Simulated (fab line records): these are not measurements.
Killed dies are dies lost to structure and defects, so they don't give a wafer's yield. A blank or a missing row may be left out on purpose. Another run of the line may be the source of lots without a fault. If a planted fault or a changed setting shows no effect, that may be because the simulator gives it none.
Check for tools in common / flow berkeleyCmos170 / 14 lots and 42 wafers in the sample

WHY IT WAS OPENED
Of 14 lots, 2 have the reading SILICIDE_TI_RS flagged at UCB170_SILICIDE_RS_MEAS_02. Wafers without a fault read 26.20 ohm/sq, standard deviation 0.26.
Rule: a lot is flagged in two cases, either no wafer of it has a number, or all its wafers with numbers fall more than 4 standard deviations from that mean. As for the other lots, they are considered sound.

lot=L877; measured=day 8 01:13; on=filmMetro-01; SILICIDE_TI_RS (ohm/sq), wafer by wafer=26.52 26.22 26.41; flag=
lot=L878; measured=day 8 18:52; on=filmMetro-02; SILICIDE_TI_RS (ohm/sq), wafer by wafer=26.30 26.36 26.58; flag=
lot=L879; measured=day 8 19:14; on=filmMetro-01; SILICIDE_TI_RS (ohm/sq), wafer by wafer=26.13 25.85 26.12; flag=
lot=L880; measured=day 8 19:25; on=filmMetro-01; SILICIDE_TI_RS (ohm/sq), wafer by wafer=26.01 26.28 26.46; flag=
lot=L881; measured=day 8 19:42; on=filmMetro-02; SILICIDE_TI_RS (ohm/sq), wafer by wafer=26.38 26.35 26.30; flag=
lot=L883; measured=day 10 00:16; on=filmMetro-03; SILICIDE_TI_RS (ohm/sq), wafer by wafer=25.86 26.40 25.71; flag=
lot=L886; measured=day 10 11:04; on=filmMetro-03; SILICIDE_TI_RS (ohm/sq), wafer by wafer=26.15 26.00 26.07; flag=
lot=L887; measured=day 10 11:20; on=filmMetro-02; SILICIDE_TI_RS (ohm/sq), wafer by wafer=26.17 26.32 26.29; flag=
lot=L891; measured=day 11 12:20; on=filmMetro-01; SILICIDE_TI_RS (ohm/sq), wafer by wafer=26.07 26.04 26.05; flag=
lot=L895; measured=day 12 12:01; on=filmMetro-03; SILICIDE_TI_RS (ohm/sq), wafer by wafer=18.74 18.75 18.78; flag=FLAGGED
lot=L897; measured=day 12 23:49; on=filmMetro-01; SILICIDE_TI_RS (ohm/sq), wafer by wafer=26.01 25.79 26.24; flag=
lot=L898; measured=day 13 00:01; on=filmMetro-01; SILICIDE_TI_RS (ohm/sq), wafer by wafer=26.38 25.88 26.18; flag=
lot=L896; measured=day 13 00:35; on=filmMetro-01; SILICIDE_TI_RS (ohm/sq), wafer by wafer=18.91 19.02 19.04; flag=FLAGGED
lot=L899; measured=day 13 07:29; on=filmMetro-01; SILICIDE_TI_RS (ohm/sq), wafer by wafer=26.60 26.67 26.35; flag=
On average the flagged lots' numbers are 18.87 ohm/sq, which is -7.33 ohm/sq against the usual, or -28 standard deviations.

LOT BY LOT: THE TOOL USED
The record keeps 1 process step preceding the reading, out of 331 steps on the route. Each cell gives the tool, then ch followed by the chambers the sampled wafers passed through, then the start.
lot=L877; flag=; UCB170_SILICIDE_SPUTTER_01=pvdSputter-02, day 8 01:10
lot=L878; flag=; UCB170_SILICIDE_SPUTTER_01=pvdSputter-01, day 8 18:49
lot=L879; flag=; UCB170_SILICIDE_SPUTTER_01=pvdSputter-02, day 8 19:08
lot=L880; flag=; UCB170_SILICIDE_SPUTTER_01=pvdSputter-04, day 8 19:23
lot=L881; flag=; UCB170_SILICIDE_SPUTTER_01=pvdSputter-01, day 8 19:39
lot=L883; flag=; UCB170_SILICIDE_SPUTTER_01=pvdSputter-01, day 10 00:11
lot=L886; flag=; UCB170_SILICIDE_SPUTTER_01=pvdSputter-04, day 10 11:02
lot=L887; flag=; UCB170_SILICIDE_SPUTTER_01=pvdSputter-01, day 10 11:19
lot=L891; flag=; UCB170_SILICIDE_SPUTTER_01=pvdSputter-04, day 11 12:17
lot=L895; flag=FLAGGED; UCB170_SILICIDE_SPUTTER_01=pvdSputter-01, day 12 11:56
lot=L897; flag=; UCB170_SILICIDE_SPUTTER_01=pvdSputter-04, day 12 23:46
lot=L898; flag=; UCB170_SILICIDE_SPUTTER_01=pvdSputter-02, day 12 23:58
lot=L896; flag=FLAGGED; UCB170_SILICIDE_SPUTTER_01=pvdSputter-01, day 13 00:32
lot=L899; flag=; UCB170_SILICIDE_SPUTTER_01=pvdSputter-02, day 13 07:26
What is done by these steps:
- UCB170_SILICIDE_SPUTTER_01: material Ti, target thk 30 nm, time 25 s.
- UCB170_SILICIDE_RS_MEAS_02: measures by four-point-probe.

FLAGGED AGAINST TOTAL, ONE TOOL AT A TIME (gauges that did the reading follow at the end)
step=UCB170_SILICIDE_SPUTTER_01; tool=pvdSputter-01; lots run=6; flagged=2; share of the flagged lots=all; sound lots run after its first flagged lot=0
step=UCB170_SILICIDE_SPUTTER_01; tool=pvdSputter-02; lots run=4; flagged=0; share of the flagged lots=none; sound lots run after its first flagged lot=-
step=UCB170_SILICIDE_SPUTTER_01; tool=pvdSputter-04; lots run=4; flagged=0; share of the flagged lots=none; sound lots run after its first flagged lot=-
step=UCB170_SILICIDE_RS_MEAS_02; tool=filmMetro-01; lots run=8; flagged=1; share of the flagged lots=some; sound lots run after its first flagged lot=1 (L899)
step=UCB170_SILICIDE_RS_MEAS_02; tool=filmMetro-02; lots run=3; flagged=0; share of the flagged lots=none; sound lots run after its first flagged lot=-
step=UCB170_SILICIDE_RS_MEAS_02; tool=filmMetro-03; lots run=3; flagged=1; share of the flagged lots=some; sound lots run after its first flagged lot=0

WHAT THE TABLE PERMITS
Rows of the table that ran each flagged lot: 1, that is pvdSputter-01 at UCB170_SILICIDE_SPUTTER_01.
- pvdSputter-01 at UCB170_SILICIDE_SPUTTER_01: 2 of its 6 lots flagged. It ran its last sound lot, L887, at day 10 11:19 and its first flagged lot, L895, at day 12 11:56: a fault with its onset between the two fits.
What remains is a single tool, pvdSputter-01 at UCB170_SILICIDE_SPUTTER_01.

WHAT THE SIMULATOR PUT IN
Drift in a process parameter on pvdSputter-01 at UCB170_SILICIDE_SPUTTER_01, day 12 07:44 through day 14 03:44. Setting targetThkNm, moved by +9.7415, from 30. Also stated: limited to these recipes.
Shown lots that were struck: L895, L896. The same result came from the rule above.
